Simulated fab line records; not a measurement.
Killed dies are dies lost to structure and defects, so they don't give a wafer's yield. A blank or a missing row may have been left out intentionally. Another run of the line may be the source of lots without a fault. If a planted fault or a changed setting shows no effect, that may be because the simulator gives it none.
fab line records	flow rit_cmos
record lots=7	wafers=21	last_day=7
route steps=202 shown REOX@99 NLDD@103 PLDD@114 SPACER@125 NSD@131 M1@202
lots that met no fault: taken from a fault-free run of the same line
start_h: hours from the record's opening day to when the first of the lot's shown wafers began	wait_h: how many hours have passed since the lot's step before this one	" identical to the entry in the row above	L1.1+2: a single row standing in for several wafers	- no value, or no start given	* or withheld: withheld	< > ~ a bound
route shown NAME@n: NAME is a module with steps in the file, n the number in the route of the first one	usual: mean/standard deviation of fault-free wafers	same: alike in all rows	chamber/n: place in a boat	sites: the reading at each site	_std_site: standard deviation across them	_edge_site: outer sites' mean less inner sites'	radius_mm: how far each site lies from the wafer's centre	mask NAME#n: copy n	behind: tool/chamber where the wafer was last shaped	hold: the reason the lot was held/the length of the hold in hours/how it ended	device: transistor that didn't switch, given as n, p or np	end of line: the tests these same wafers got at the end of their route	step lacking rows: just its recipe	killed: the dies lost at the first sort to structure and to defects; this is not the yield of the wafer	map: dies across one wafer; x = killed, . = not, _ = none there
set.NAME: the setting the step ran with; set.NAME@STEP: the setting that earlier step ran with	model.NAME: the simulator's own value behind a step, which no gauge read
a table for each step, a row for each wafer; lots at some steps of the route
services: the hour from which a tool's chamber was out of use, counted from the record's first day as start_h (under 0 if before that day), plus the number of hours and why
## steps
# step RIT_REOX_CLEAN_01
# recipe chemistry=dHF	dilution=50:1	time_s=30
# step RIT_REOX_CLEAN_02
# recipe chemistry=SC2	mix=3:3:50	time_s=600	temp_c=75	dry=n2_spin
# step RIT_REOX_OXIDATION_03
# recipe temp_c=900	ambient=O2	target_thk_a=252	ox_time_s=5580
# step RIT_REOX_THK_MEAS_04
# recipe reads=SiO2_of_REOX_OXIDATION_03
# usual REOX_OXIDE_THK=25.3/0.49
lot.wafer	tool	chamber	start_h	wait_h	REOX_OXIDE_THK[nm]
L773.1	film_metro-04	-	49.60	0.0	25.2
L773.3	"	-	"	"	25.3
L773.5	"	-	"	"	25.9
L779.1	film_metro-03	-	71.24	0.0	25.1
L779.4	"	-	"	"	25.2
L779.5	"	-	"	"	24.9
L781.1	film_metro-03	-	80.76	0.0	26.0
L781.2	"	-	"	"	25.9
L781.4	"	-	"	"	26.1
L782.3	film_metro-04	-	84.76	0.0	25.5
L782.4	"	-	"	"	25.4
L782.5	"	-	"	"	25.4
L784.1	film_metro-02	-	96.00	0.0	25.5
L784.3	"	-	"	"	25.5
L784.5	"	-	"	"	25.5
L786.1	film_metro-03	-	104.83	0.0	25.7
L786.4	"	-	"	"	25.3
L786.5	"	-	"	"	25.9
L796.3	film_metro-02	-	155.64	0.0	25.9
L796.5	"	-	"	"	25.8
L796.6	"	-	"	"	26.0
# step RIT_NLDD_HMDS_00
# recipe prime_time_s=60	prime_temp_c=140
# step RIT_NLDD_COAT_01
# recipe resist=NOVOLAK	spin_rpm=3250	resist_thk_nm=1000
# step RIT_NLDD_SOFTBAKE_02
# recipe resist=NOVOLAK	temp_c=90	time_s=60
# step RIT_NLDD_EXPOSE_03
# recipe mask_id=M7	na=0.57	target_cd_nm=40700	dose_mj=250
# step RIT_NLDD_PEB_04
# recipe resist=NOVOLAK	temp_c=withheld	time_s=withheld
# step RIT_NLDD_DEVELOP_05
# recipe resist=NOVOLAK	develop_time_s=50	dev_temp_c=23
# step RIT_NLDD_OVL_MEAS_06
# usual NLDD_OVL=-1.1/1.2
lot.wafer	tool	chamber	start_h	wait_h	NLDD_OVL[nm]
L773.1	overlay-02	-	50.51	-	-3.7
L773.3	"	-	"	"	-5.0
L773.5	"	-	"	"	-2.1
L779.1	overlay-02	-	72.27	-	-2.1
L779.4	"	-	"	"	-1.8
L779.5	"	-	"	"	-0.2
L781.1	overlay-01	-	81.69	-	0.6
L781.2	"	-	"	"	0.4
L781.4	"	-	"	"	0.3
L782.3	overlay-01	-	85.79	-	-0.4
L782.4	"	-	"	"	-2.7
L782.5	"	-	"	"	-2.6
L784.1	overlay-02	-	96.97	-	-2.1
L784.3	"	-	"	"	0.0
L784.5	"	-	"	"	-0.1
L786.1	overlay-02	-	105.74	-	-0.9
L786.4	"	-	"	"	-0.3
L786.5	"	-	"	"	-0.5
L796.3	overlay-01	-	156.67	-	-2.7
L796.5	"	-	"	"	-0.4
L796.6	"	-	"	"	-2.5
# step RIT_NLDD_HARDBAKE_07
# recipe resist=NOVOLAK	temp_c=140	time_s=60
# step RIT_NLDD_IMPLANT_08
# recipe species=P	energy_kev=20	dose_cm2=5e+14	tilt_deg=7
# usual dose_ions_cm2=5.001e+14/5.8e+11	end_station_pressure_torr=6.23e-06/2.9e-07	faraday_current_uA=1575/33
lot.wafer	tool	chamber	start_h	wait_h	dose_ions_cm2	end_station_pressure_torr	faraday_current_uA
L773.1	implanter-01	0	50.70	0.1	5.008e+14	6.27e-06	1599
L773.3	"	0	"	"	5.002e+14	6.05e-06	1540
L773.5	"	0	"	"	5.008e+14	6.02e-06	1606
L779.1	implanter-02	0	72.46	0.1	5.001e+14	6.27e-06	1552
L779.4	"	0	"	"	5e+14	6.44e-06	1565
L779.5	"	0	"	"	5.004e+14	6.75e-06	1618
L781.1	implanter-02	0	81.99	0.1	7.093e+14	6.89e-06	2188
L781.2	"	0	"	"	7.105e+14	6.63e-06	2251
L781.4	"	0	"	"	7.099e+14	6.31e-06	2201
L782.3	implanter-02	0	86.01	0.1	7.104e+14	6.5e-06	2226
L782.4	"	0	"	"	7.102e+14	6.53e-06	2272
L782.5	"	0	"	"	7.099e+14	6.52e-06	2230
L784.1	implanter-02	0	97.16	0.1	7.102e+14	7.21e-06	2248
L784.3	"	0	"	"	7.106e+14	6.39e-06	2250
L784.5	"	0	"	"	7.11e+14	6.7e-06	2282
L786.1	implanter-03	0	105.93	0.1	4.986e+14	6.27e-06	1604
L786.4	"	0	"	"	4.995e+14	6.21e-06	1516
L786.5	"	0	"	"	5.006e+14	6e-06	1532
L796.3	implanter-03	0	156.89	0.1	5.003e+14	6.32e-06	1621
L796.5	"	0	"	"	4.997e+14	6.15e-06	1533
L796.6	"	0	"	"	5.003e+14	6e-06	1545
# step RIT_NLDD_STRIP_09
# recipe chemistry=O2	time_s=180	resist=NOVOLAK	platen_temp_c=withheld	power_w=500	pressure_mtorr=4000	o2_flow_sccm=4000
# usual chamber_pressure_mTorr=4000/3.7	drypump_motor_current_A=6.1/0.33
lot.wafer	tool	chamber	start_h	wait_h	chamber_pressure_mTorr	drypump_motor_current_A	rf_hours_counter_h
L773.1	plasma_asher-04	1	50.85	0.1	4004	6.1	41
L773.3	"	0	"	"	4001	6.5	-
L773.5	"	0	"	"	3999	6.5	-
L779.1	plasma_asher-03	0	72.61	0.1	3999	5.7	28
L779.4	"	0	"	"	4001	5.7	-
L779.5	"	1	"	"	4002	5.6	-
L781.1	plasma_asher-04	0	82.14	0.1	4008	6.6	45
L781.2	"	1	"	"	4002	6.1	45
L781.4	"	1	"	"	3996	6.2	-
L782.3	plasma_asher-02	1	86.17	0.1	3997	6.3	-
L782.4	"	0	"	"	3992	6.4	-
L782.5	"	0	"	"	4000	6.4	-
L784.1	plasma_asher-03	0	97.31	0.1	3999	5.7	30
L784.3	"	0	"	"	4002	5.7	-
L784.5	"	1	"	"	4009	5.7	-
L786.1	plasma_asher-02	0	106.08	0.1	4004	6.4	45
L786.4	"	0	"	"	4003	6.4	-
L786.5	"	0	"	"	4000	6.4	-
L796.3	plasma_asher-02	0	157.05	0.1	4001	6.4	-
L796.5	"	1	"	"	4000	6.3	-
L796.6	"	0	"	"	4006	6.4	-
# step RIT_NLDD_TW_MEAS_10
# usual NLDD_TW=2488/21
lot.wafer	tool	chamber	start_h	wait_h	NLDD_TW
L773.1	film_metro-02	-	51.02	0.1	2504
L773.3	"	-	"	"	2496
L773.5	"	-	"	"	2511
L779.1	film_metro-03	-	72.78	0.1	2511
L779.4	"	-	"	"	2497
L779.5	"	-	"	"	2513
L781.1	film_metro-01	-	82.32	0.1	2722
L781.2	"	-	"	"	2705
L781.4	"	-	"	"	2700
L782.3	film_metro-01	-	86.31	0.1	2693
L782.4	"	-	"	"	2693
L782.5	"	-	"	"	2688
L784.1	film_metro-02	-	97.48	0.1	2752
L784.3	"	-	"	"	2759
L784.5	"	-	"	"	2747
L786.1	film_metro-03	-	106.25	0.1	2495
L786.4	"	-	"	"	2506
L786.5	"	-	"	"	2490
L796.3	film_metro-01	-	157.19	0.1	2457
L796.5	"	-	"	"	2449
L796.6	"	-	"	"	2462
# step RIT_PLDD_HMDS_00
# recipe prime_time_s=60	prime_temp_c=140
# step RIT_PLDD_COAT_01
# recipe resist=NOVOLAK	spin_rpm=3250	resist_thk_nm=1000
# step RIT_PLDD_SOFTBAKE_02
# recipe resist=NOVOLAK	temp_c=90	time_s=60
# step RIT_PLDD_EXPOSE_03
# recipe mask_id=M8	na=0.57	target_cd_nm=40900	dose_mj=250
# step RIT_PLDD_PEB_04
# recipe resist=NOVOLAK	temp_c=withheld	time_s=withheld
# step RIT_PLDD_DEVELOP_05
# recipe resist=NOVOLAK	develop_time_s=50	dev_temp_c=23
# step RIT_PLDD_OVL_MEAS_06
# usual PLDD_OVL=0.0/1.4
lot.wafer	tool	chamber	start_h	wait_h	PLDD_OVL[nm]
L773.1	overlay-01	-	52.20	-	0.4
L773.3	"	-	"	"	-0.1
L773.5	"	-	"	"	3.0
L779.1	overlay-01	-	73.69	-	0.2
L779.4	"	-	"	"	-1.8
L779.5	"	-	"	"	-1.0
L781.1	overlay-01	-	83.35	-	-1.1
L781.2	"	-	"	"	-2.6
L781.4	"	-	"	"	0.2
L782.3	overlay-02	-	87.33	-	1.1
L782.4	"	-	"	"	-0.2
L782.5	"	-	"	"	-2.1
L784.1	overlay-02	-	98.52	-	-1.3
L784.3	"	-	"	"	-2.6
L784.5	"	-	"	"	-1.5
L786.1	overlay-01	-	107.29	-	0.8
L786.4	"	-	"	"	0.4
L786.5	"	-	"	"	0.6
L796.3	overlay-02	-	158.09	-	3.1
L796.5	"	-	"	"	1.3
L796.6	"	-	"	"	0.5
# step RIT_PLDD_HARDBAKE_07
# recipe resist=NOVOLAK	temp_c=140	time_s=60
# step RIT_PLDD_IMPLANT_08
# recipe species=BF2	energy_kev=20	dose_cm2=9e+14	tilt_deg=7
# step RIT_PLDD_STRIP_09
# recipe chemistry=O2	time_s=180	resist=NOVOLAK	platen_temp_c=withheld	power_w=500	pressure_mtorr=4000	o2_flow_sccm=4000
# usual chamber_pressure_mTorr=4000/3.7	drypump_motor_current_A=6.2/0.39
lot.wafer	tool	chamber	start_h	wait_h	chamber_pressure_mTorr	drypump_motor_current_A	rf_hours_counter_h
L773.1	plasma_asher-01	1	52.54	0.1	4000	5.5	41
L773.3	"	1	"	"	3997	5.5	-
L773.5	"	0	"	"	4008	5.4	-
L779.1	plasma_asher-01	0	74.03	0.1	3994	5.4	44
L779.4	"	0	"	"	4004	5.4	-
L779.5	"	0	"	"	4000	5.4	-
L781.1	plasma_asher-01	0	83.69	0.1	4002	5.4	45
L781.2	"	1	"	"	4000	5.5	45
L781.4	"	0	"	"	4006	5.5	-
L782.3	plasma_asher-04	0	87.72	0.1	4002	6.5	-
L782.4	"	1	"	"	3999	6.1	-
L782.5	"	0	"	"	3995	6.6	-
L784.1	plasma_asher-02	1	98.85	0.1	4002	6.3	44
L784.3	"	0	"	"	3998	6.4	-
L784.5	"	0	"	"	4000	6.3	-
L786.1	plasma_asher-04	0	107.67	0.2	4003	6.5	48
L786.4	"	0	"	"	3998	6.5	-
L786.5	"	1	"	"	4003	6.1	-
L796.3	plasma_asher-02	0	158.47	0.1	3998	6.4	-
L796.5	"	0	"	"	4000	6.4	-
L796.6	"	1	"	"	4005	6.3	-
# step RIT_PLDD_TW_MEAS_10
# usual PLDD_TW=2345/21
lot.wafer	tool	chamber	start_h	wait_h	PLDD_TW
L773.1	film_metro-01	-	52.72	0.1	2335
L773.3	"	-	"	"	2316
L773.5	"	-	"	"	2330
L779.1	film_metro-03	-	74.20	0.1	2364
L779.4	"	-	"	"	2366
L779.5	"	-	"	"	2353
L781.1	film_metro-01	-	83.86	0.1	2323
L781.2	"	-	"	"	2319
L781.4	"	-	"	"	2321
L782.3	film_metro-02	-	87.85	0.1	2357
L782.4	"	-	"	"	2364
L782.5	"	-	"	"	2362
L784.1	film_metro-01	-	99.03	0.1	2326
L784.3	"	-	"	"	2310
L784.5	"	-	"	"	2318
L786.1	film_metro-01	-	107.85	0.1	2303
L786.4	"	-	"	"	2296
L786.5	"	-	"	"	2317
L796.3	film_metro-01	-	158.61	0.1	2325
L796.5	"	-	"	"	2338
L796.6	"	-	"	"	2322
# step RIT_SPACER_CLEAN_00
# recipe chemistry=SC1	mix=3:3:50	time_s=600	temp_c=75
# step RIT_SPACER_CLEAN_01
# recipe chemistry=dHF	dilution=50:1	time_s=30
# step RIT_SPACER_CLEAN_02
# recipe chemistry=SC2	mix=3:3:50	time_s=600	temp_c=75	dry=n2_spin
# step RIT_SPACER_CVD_03
# recipe material=Si3N4	target_thk_nm=250	temp_c=810	precursor=SiH2Cl2/NH3	time_s=3300	pressure_mtorr=300	sih2cl2_flow_sccm=60	nh3_flow_sccm=150
# step RIT_SPACER_THK_MEAS_04
# recipe reads=Si3N4_of_SPACER_CVD_03
# usual SPACER_NITRIDE_THK=249.5/2.1
lot.wafer	tool	chamber	start_h	wait_h	SPACER_NITRIDE_THK[nm]
L773.1	film_metro-04	-	55.06	0.0	249.6
L773.3	"	-	"	"	249.9
L773.5	"	-	"	"	251.2
L779.1	film_metro-04	-	76.55	0.0	247.3
L779.4	"	-	"	"	248.4
L779.5	"	-	"	"	247.7
L781.1	film_metro-04	-	86.21	0.0	249.1
L781.2	"	-	"	"	250.8
L781.4	"	-	"	"	251.8
L782.3	film_metro-01	-	90.20	0.0	244.9
L782.4	"	-	"	"	249.2
L782.5	"	-	"	"	249.3
L784.1	film_metro-04	-	101.37	0.0	248.2
L784.3	"	-	"	"	250.3
L784.5	"	-	"	"	252.2
L786.1	film_metro-01	-	110.45	0.0	249.6
L786.4	"	-	"	"	249.5
L786.5	"	-	"	"	251.5
L796.3	film_metro-02	-	161.30	0.0	251.6
L796.5	"	-	"	"	252.9
L796.6	"	-	"	"	251.1
# step RIT_SPACER_ETCHBACK_05
# recipe target_depth_a=2500	SF6_flow_sccm=30	CHF3_flow_sccm=30	target=Si3N4	chemistry=SF6/CHF3	pressure_mtorr=40	rf_w=250	time_s=240	stop_on=SiO2
# usual chamber_pressure_mTorr=40.00/0.038	drypump_motor_current_A=5.6/0.46	oes_product_au=0.845/0.013	throttle_valve_pct=10.37/0.16
lot.wafer	tool	chamber	start_h	wait_h	chamber_pressure_mTorr	drypump_motor_current_A	oes_product_au	rf_hours_counter_h	throttle_valve_pct
L773.1	rie_diel-04	0	55.12	0.1	40.03	4.8	0.837	35	10.02
L773.3	"	2	"	"	39.92	5.1	0.863	126	10.39
L773.5	"	1	"	"	40.02	6.0	0.832	-	10.54
L779.1	rie_diel-02	2	76.61	0.1	39.89	6.2	0.823	38	10.20
L779.4	"	3	"	"	40.00	5.4	0.842	15	10.47
L779.5	"	0	"	"	40.02	5.4	0.853	-	10.45
L781.1	rie_diel-04	3	86.27	0.1	40.03	5.8	0.857	57	10.44
L781.2	"	2	"	"	39.96	5.1	0.874	127	10.42
L781.4	"	1	"	"	39.94	6.0	0.841	91	10.54
L782.3	rie_diel-01	0	90.24	0.0	39.94	5.9	0.839	130	10.15
L782.4	"	1	"	"	40.01	5.7	0.828	91	10.17
L782.5	"	2	"	"	40.00	5.8	0.840	-	10.42
L784.1	rie_diel-04	1	101.43	0.1	40.04	6.0	0.829	92	10.52
L784.3	"	2	"	"	40.01	5.1	0.873	127	10.40
L784.5	"	3	"	"	40.04	5.8	0.845	-	10.44
L786.1	rie_diel-02	3	110.51	0.1	40.02	5.3	0.840	15	10.46
L786.4	"	2	"	"	40.04	6.2	0.833	-	10.20
L786.5	"	3	"	"	39.97	5.3	0.840	-	10.46
L796.3	rie_diel-04	1	161.34	0.0	39.96	6.0	0.835	93	10.54
L796.5	"	2	"	"	39.97	5.1	0.877	-	10.39
L796.6	"	3	"	"	40.04	5.8	0.855	-	10.44
# step RIT_NSD_HMDS_00
# recipe prime_time_s=60	prime_temp_c=140
# step RIT_NSD_COAT_01
# recipe resist=NOVOLAK	spin_rpm=3250	resist_thk_nm=1000
# step RIT_NSD_SOFTBAKE_02
# recipe resist=NOVOLAK	temp_c=90	time_s=60
# step RIT_NSD_EXPOSE_03
# recipe mask_id=M9	na=0.57	target_cd_nm=40700	dose_mj=250
# step RIT_NSD_PEB_04
# recipe resist=NOVOLAK	temp_c=withheld	time_s=withheld
# step RIT_NSD_DEVELOP_05
# recipe resist=NOVOLAK	develop_time_s=50	dev_temp_c=23
# step RIT_NSD_OVL_MEAS_06
# usual NSD_OVL=-0.7/1.3
lot.wafer	tool	chamber	start_h	wait_h	NSD_OVL[nm]
L773.1	overlay-01	-	56.12	-	-0.9
L773.3	"	-	"	"	-1.0
L773.5	"	-	"	"	-0.9
L779.1	overlay-01	-	77.73	-	-0.5
L779.4	"	-	"	"	-1.3
L779.5	"	-	"	"	-1.5
L781.1	overlay-01	-	87.39	-	-1.3
L781.2	"	-	"	"	1.1
L781.4	"	-	"	"	-0.1
L782.3	overlay-01	-	91.37	-	1.5
L782.4	"	-	"	"	2.0
L782.5	"	-	"	"	1.4
L784.1	overlay-01	-	102.43	-	0.0
L784.3	"	-	"	"	-1.1
L784.5	"	-	"	"	1.9
L786.1	overlay-02	-	111.74	-	-3.1
L786.4	"	-	"	"	-1.3
L786.5	"	-	"	"	-1.4
L796.3	overlay-01	-	162.36	-	-0.1
L796.5	"	-	"	"	-0.1
L796.6	"	-	"	"	-1.3
# step RIT_NSD_HARDBAKE_07
# recipe resist=NOVOLAK	temp_c=140	time_s=60
# step RIT_NSD_IMPLANT_08
# recipe species=P	energy_kev=25	dose_cm2=1e+15	tilt_deg=7
# step RIT_NSD_STRIP_09
# recipe chemistry=O2	time_s=180	resist=NOVOLAK	platen_temp_c=withheld	power_w=500	pressure_mtorr=4000	o2_flow_sccm=4000
# usual chamber_pressure_mTorr=4000/3.6	drypump_motor_current_A=5.8/0.31
lot.wafer	tool	chamber	start_h	wait_h	chamber_pressure_mTorr	drypump_motor_current_A	rf_hours_counter_h
L773.1	plasma_asher-03	1	56.45	0.1	3996	5.7	26
L773.3	"	0	"	"	3995	5.8	-
L773.5	"	0	"	"	4002	5.7	-
L779.1	plasma_asher-02	0	78.07	0.1	4004	6.4	41
L779.4	"	0	"	"	3998	6.4	-
L779.5	"	0	"	"	3998	6.4	-
L781.1	plasma_asher-03	0	87.73	0.1	4002	5.7	29
L781.2	"	1	"	"	3993	5.7	29
L781.4	"	0	"	"	3998	5.7	-
L782.3	plasma_asher-02	1	91.76	0.1	3998	6.3	-
L782.4	"	0	"	"	4000	6.4	-
L782.5	"	1	"	"	3992	6.3	-
L784.1	plasma_asher-01	1	102.77	0.1	3999	5.5	47
L784.3	"	1	"	"	3994	5.5	-
L784.5	"	0	"	"	4000	5.4	-
L786.1	plasma_asher-03	0	112.08	0.1	4002	5.7	32
L786.4	"	0	"	"	3995	5.7	-
L786.5	"	0	"	"	3999	5.7	-
L796.3	plasma_asher-01	1	162.74	0.1	4001	5.5	-
L796.5	"	1	"	"	4001	5.5	-
L796.6	"	0	"	"	4009	5.4	-
# step RIT_SDANNEAL_RS_MEAS_07
# recipe thk_meas_gauge=four-point-probe
# usual NLDD_RS=151.4/0.56
lot.wafer	tool	chamber	start_h	wait_h	NLDD_RS[ohm/sq]
L773.1	film_metro-03	-	58.95	0.1	151.3
L773.3	"	-	"	"	151.4
L773.5	"	-	"	"	151.3
L779.1	film_metro-02	-	80.65	0.1	151.4
L779.4	"	-	"	"	151.2
L779.5	"	-	"	"	151.5
L781.1	film_metro-02	-	90.20	0.1	113.2
L781.2	"	-	"	"	113.6
L781.4	"	-	"	"	113.4
L782.3	film_metro-02	-	94.32	0.1	113.8
L782.4	"	-	"	"	113.9
L782.5	"	-	"	"	114.1
L784.1	film_metro-02	-	105.35	0.1	114.4
L784.3	"	-	"	"	114.4
L784.5	"	-	"	"	114.1
L786.1	film_metro-01	-	114.55	0.1	152.3
L786.4	"	-	"	"	151.2
L786.5	"	-	"	"	150.7
L796.3	film_metro-02	-	165.18	0.1	152.2
L796.5	"	-	"	"	151.8
L796.6	"	-	"	"	151.6
# step RIT_M1_PROBE_99
# usual killed_at_front_end=7/3.2	killed_dies=7/3.2	killed_open=3.2/2.1	killed_short=3.5/2.2
# same gross_dies=264	killed_at_M0_to_M3=0	killed_at_M4_up=0	killed_at_back_side=0	killed_at_contacts=0	killed_at_other=0
lot.wafer	tool	chamber	start_h	wait_h	killed_at_front_end	killed_dies	killed_open	killed_short	model.etest.nmos_0p3.r_on_ohm_um	model.etest.nmos_0p15.r_on_ohm_um	model.etest.nldd.rs_ohm_sq	model.etest.nmos_turned.drive_ua_um	model.etest.nmos_0p15.drive_ua_um	model.etest.nldd.line_ohm_um	model.etest.nmos_narrow.drive_ua_um	model.etest.nmos_0p3.drive_ua_um
L773.1	prober-02	-	66.14	0.1	12	12	5	7	2163	1121	367.2	339.4	477	116.2	225.2	226
L773.3	prober-02	-	66.24	0.2	8	8	3	5	2138	1129	368.2	334.3	476.3	116	226.1	229.3
L773.5	prober-02	-	66.34	0.2	12	12	5	7	2176	1142	378.7	325.3	465.8	120.5	223.5	227.1
L779.1	prober-02	-	87.69	0.1	2	2	2	0	2160	1180	394.1	316.4	466.3	123	229.9	229.1
L779.4	prober-02	-	87.84	0.2	3	3	2	1	2172	1155	394.2	310.5	451.7	124.7	227.1	225.7
L779.5	prober-02	-	87.89	0.2	3	3	3	0	2145	1133	387.4	324	469.1	120.8	236.2	231.5
L781.1	prober-02	-	97.62	0.1	9	9	7	2	2051	1026	291.9	377	500.9	92.32	236.8	234
L781.2	prober-02	-	97.67	0.1	8	8	5	3	2055	1023	290.7	382.2	499.6	90.09	238.5	233.7
L781.4	prober-02	-	97.77	0.2	7	7	3	4	2046	1024	295.4	377.7	500.4	91.7	235.8	233.2
L782.3	prober-01	-	101.40	0.2	7	7	2	5	2018	994.9	276.9	402.9	519.8	87.42	238.5	238.2
L782.4	prober-01	-	101.45	0.2	5	5	2	3	2014	985.1	276.6	398	510.7	87.02	235.3	236.8
L782.5	prober-01	-	101.50	0.2	2	2	0	2	2002	981.5	274.5	399.8	511.8	85.79	234.5	239
L784.1	prober-01	-	113.47	0.1	8	8	3	5	2009	979.4	285.9	392.6	518.4	89.43	235.4	234
L784.3	prober-01	-	113.57	0.2	8	8	4	4	2024	998.3	284.4	389.5	504.7	89.13	231.5	235.1
L784.5	prober-01	-	113.67	0.2	7	7	0	7	2017	958.7	282.8	393.3	518.6	89.15	231.6	232.6
L786.1	prober-01	-	121.57	0.1	9	9	5	4	2121	1125	392.1	318.2	481.7	122.2	236.1	234.9
L786.4	prober-01	-	121.72	0.2	12	12	8	4	2138	1142	377.4	326.9	482.6	120	234.1	228.5
L786.5	prober-01	-	121.77	0.2	16	16	5	11	2082	1103	389.3	324.3	488.9	121.2	242.2	237.2
L796.3	prober-01	-	173.70	0.2	8	8	5	3	2218	1155	403.3	303.9	450.5	127.8	214.2	214.3
L796.5	prober-01	-	173.80	0.2	2	2	0	2	2219	1153	406.6	303.2	451.1	127.2	210.2	215.3
L796.6	prober-01	-	173.85	0.2	4	4	1	3	2239	1171	410.4	299.6	450.4	127.5	213.2	215.4
# killed by level:class
L773.1 GATE:geometric_particle:short=4 GATE:geometric_particle:open=3 SPACER:geometric_particle:short=2 REOX:geometric_particle:open=1 SILICIDE:geometric_particle:open=1 SILICIDE:geometric_particle:short=1
L773.3 FOX1:geometric_particle:short=1 FOX1:geometric_particle:open=1 GATE:geometric_particle:open=1 GATE:geometric_particle:short=1 REOX:geometric_particle:short=1 SPACER:geometric_particle:open=1 SPACER:geometric_particle:short=1 SILICIDE:geometric_particle:short=1
L773.5 GATE:geometric_particle:open=3 GATE:geometric_particle:short=3 SPACER:geometric_particle:short=3 FOX1:geometric_particle:open=1 FOX1:geometric_particle:short=1 SPACER:geometric_particle:open=1
L779.1 GATE:geometric_particle:open=1 SILICIDE:geometric_particle:open=1
L779.4 GATE:geometric_particle:open=2 GATE:geometric_particle:short=1
L779.5 GATE:geometric_particle:open=2 FOX1:geometric_particle:open=1
L781.1 GATE:geometric_particle:open=4 SPACER:geometric_particle:open=2 GATE:geometric_particle:short=1 REOX:geometric_particle:open=1 SPACER:geometric_particle:short=1
L781.2 GATE:geometric_particle:open=3 GATE:geometric_particle:short=2 REOX:geometric_particle:open=1 REOX:geometric_particle:short=1 SPACER:geometric_particle:open=1
L781.4 REOX:geometric_particle:short=2 FOX1:geometric_particle:short=1 GATE:geometric_particle:short=1 GATE:geometric_particle:open=1 SPACER:geometric_particle:open=1 SILICIDE:geometric_particle:open=1
L782.3 FOX1:geometric_particle:short=2 SPACER:geometric_particle:short=2 GATE:geometric_particle:short=1 REOX:geometric_particle:open=1 SILICIDE:geometric_particle:open=1
L782.4 FOX2:geometric_particle:short=1 GATE:geometric_particle:open=1 REOX:geometric_particle:short=1 SPACER:geometric_particle:open=1 SPACER:geometric_particle:short=1
L782.5 ACTIVE:geometric_particle:short=1 GATE:geometric_particle:short=1
L784.1 FOX1:geometric_particle:short=2 GATE:geometric_particle:short=2 GATE:geometric_particle:open=1 REOX:geometric_particle:open=1 SPACER:geometric_particle:open=1 SILICIDE:geometric_particle:short=1
L784.3 FOX1:geometric_particle:open=2 GATE:geometric_particle:short=2 FOX1:geometric_particle:short=1 GATE:geometric_particle:open=1 REOX:geometric_particle:open=1 SPACER:geometric_particle:short=1
L784.5 FOX2:geometric_particle:short=2 SPACER:geometric_particle:short=2 GATE:geometric_particle:short=1 REOX:geometric_particle:short=1 SILICIDE:geometric_particle:short=1
L786.1 REOX:geometric_particle:short=3 GATE:geometric_particle:open=2 FOX2:geometric_particle:open=1 GATE:geometric_particle:short=1 REOX:geometric_particle:open=1 SILICIDE:geometric_particle:open=1
L786.4 GATE:geometric_particle:open=3 REOX:geometric_particle:open=3 FOX1:geometric_particle:open=2 FOX2:geometric_particle:short=1 GATE:geometric_particle:short=1 REOX:geometric_particle:short=1 SPACER:geometric_particle:short=1
L786.5 GATE:geometric_particle:short=4 FOX1:geometric_particle:short=3 REOX:geometric_particle:short=3 GATE:geometric_particle:open=2 REOX:geometric_particle:open=2 SPACER:geometric_particle:short=1 SILICIDE:geometric_particle:open=1
L796.3 GATE:geometric_particle:short=2 REOX:geometric_particle:open=2 SPACER:geometric_particle:open=2 GATE:geometric_particle:open=1 SILICIDE:geometric_particle:short=1
L796.5 GATE:geometric_particle:short=2
L796.6 GATE:geometric_particle:short=2 GATE:geometric_particle:open=1 REOX:geometric_particle:short=1
## services
tool	chamber	start_h	hours	kind
rie_diel-02	2	45.77	2.4	repair
implanter-01	-	83.52	4.2	pm
rie_diel-02	3	103.63	6.0	repair
plasma_asher-01	-	106.44	15.6	pm
plasma_asher-04	-	108.75	9.0	pm
plasma_asher-04	0	108.75	9.0	vent_cycle
plasma_asher-04	1	108.75	9.0	vent_cycle
rie_diel-04	-	112.47	14.6	pm
plasma_asher-04	0	117.75	-	clean
plasma_asher-04	1	117.75	-	clean
rie_diel-04	0	131.56	10.0	repair
plasma_asher-01	-	131.99	10.1	repair
rie_diel-01	2	142.09	3.5	repair
## key
first_sign step=RIT_NLDD_IMPLANT_08	reading=dose_ions_cm2	direction=up	sigmas=99+	usual=5.001e+14	struck=7.102e+14
effect step=RIT_NLDD_IMPLANT_08	reading=faraday_current_uA	direction=up	sigmas=20	usual=1575	struck=2239
effect step=RIT_NLDD_TW_MEAS_10	reading=NLDD_TW	direction=up	sigmas=11	usual=2488	struck=2717
effect step=RIT_SDANNEAL_RS_MEAS_07	reading=NLDD_RS	direction=down	sigmas=67	usual=151.4	struck=113.9
model_effect step=RIT_M1_PROBE_99	value=etest.nmos_0p3.r_on_ohm_um	without=2184	struck=2026
met_at RIT_NLDD_IMPLANT_08
struck_wafers L781.1,L781.2,L781.4,L782.3,L782.4,L782.5,L784.1,L784.3,L784.5
tester_left_out L781,L782,L784
onset_between 72.46 81.99
fault kind=process_parameter_drift	tool=implanter-02	chamber=-	onset_h=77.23	steps=RIT_NLDD_IMPLANT_08	channel=dose_cm2	offset=2.1e+14	shape=step	end_h=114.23	acts_in=these_recipes_only	stated=5e+14
# tester_left_out: of these lots the tester's yield and bins aren't shown, on N5 and GAA mostly nor the transistor test; their killed dies are dies lost to structure and defects alone, not to doping, threshold or leakage, so they don't give the yield
